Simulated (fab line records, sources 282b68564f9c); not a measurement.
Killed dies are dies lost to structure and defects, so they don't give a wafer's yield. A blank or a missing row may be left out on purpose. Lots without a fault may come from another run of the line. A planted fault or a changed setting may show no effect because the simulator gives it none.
Problem report in the 8D (eight disciplines) form, filled by code | flow rit_cmos | the parts of the form that need people (team, actions taken, sign-off) are left out

1. THE PROBLEM
NLDD_TW at RIT_NLDD_TW_MEAS_10 reads a mean of 2272 on 9 wafers of 3 lots; wafers without a fault read 2487 with a standard deviation of 14. That is -15 standard deviations from the usual mean.
First seen on wafer L385.2, day 3 08:27, on film_metro-04. The record holds 45 wafers of 15 lots with a number at this step. Rule for "out", or "out of limits": more than 4 standard deviations from the usual mean. The other wafers with a number count as sound.

2. WHAT IT IS AND WHAT IT IS NOT
question                    | is                           | is not
which readings at this step | NLDD_TW                      | -
which lots                  | L385, L387, L388             | L383, L384, L386, L389, L394, L396, L397, L398, L399, L401, L403, L404
which wafers of those lots  | all that have a number       | -
read on which gauges        | film_metro-03, film_metro-04 | film_metro-01
when                        | from day 3 08:27             | up to then (6 sound wafers); but 30 sound wafers of L386, L389, L394, L396, L397, L398, L399, L401, L403, L404 came after

3. SUSPECTS, AND WHAT RULES EACH OUT
Counting: a tool at a process step up to the reading stays a suspect if it ran every lot that is out and no sound lot after the first of them.
- the gauge at RIT_NLDD_TW_MEAS_10: ruled out. The wafers that are out were read on 2 gauges (film_metro-03, film_metro-04).
- implanter-04 at RIT_NLDD_IMPLANT_08: ruled out as a lasting fault. Sound lots L403 ran on it after its first lot that is out, L385 (day 3 08:08).
Left after counting: nothing in the record.

4. THE CAUSE (what the simulator had put in)
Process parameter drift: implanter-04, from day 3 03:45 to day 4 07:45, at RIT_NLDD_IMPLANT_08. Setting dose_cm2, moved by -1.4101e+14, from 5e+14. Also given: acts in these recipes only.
Counting ruled it out, wrongly: the rule takes a fault to strike every lot that its tool runs from its start on, and this one did not.

5. THE CHAIN OF EFFECTS, in route order
Each row: a reading whose mean over the struck wafers that have a number lies more than 3 standard deviations from the usual. Only readings for which the record gives a usual standard deviation are gone through. hours: the time from each lot's start at the first step in this table that gives one to its start at this step, as a median over the lots. sigmas: the change in usual standard deviations.
hours | step                    | reading            | usual        | on struck wafers | change     | sigmas
0     | RIT_NLDD_IMPLANT_08     | dose_ions_cm2      | 5.001e+14    | 3.593e+14        | -1.408e+14 | -99 or more
0     | RIT_NLDD_IMPLANT_08     | faraday_current_uA | 1575         | 1123             | -452       | -15
0     | RIT_NLDD_TW_MEAS_10     | NLDD_TW            | 2487         | 2272             | -215       | -15
8     | RIT_SDANNEAL_RS_MEAS_07 | NLDD_RS            | 151.4 ohm/sq | 197.4            | +46.0      | +82
The process steps in it:
- RIT_NLDD_IMPLANT_08

6. WHAT WOULD HAVE CAUGHT IT SOONER
In this record the first reading out of limits at a measuring or inspecting step was taken at day 3 08:27, 5 hours after the fault began at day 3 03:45.
The tool's own readings at RIT_NLDD_IMPLANT_08 were out on every struck wafer that the step has a row for (dose_ions_cm2, faraday_current_uA): an alarm limit on them would have fired on the first of those.
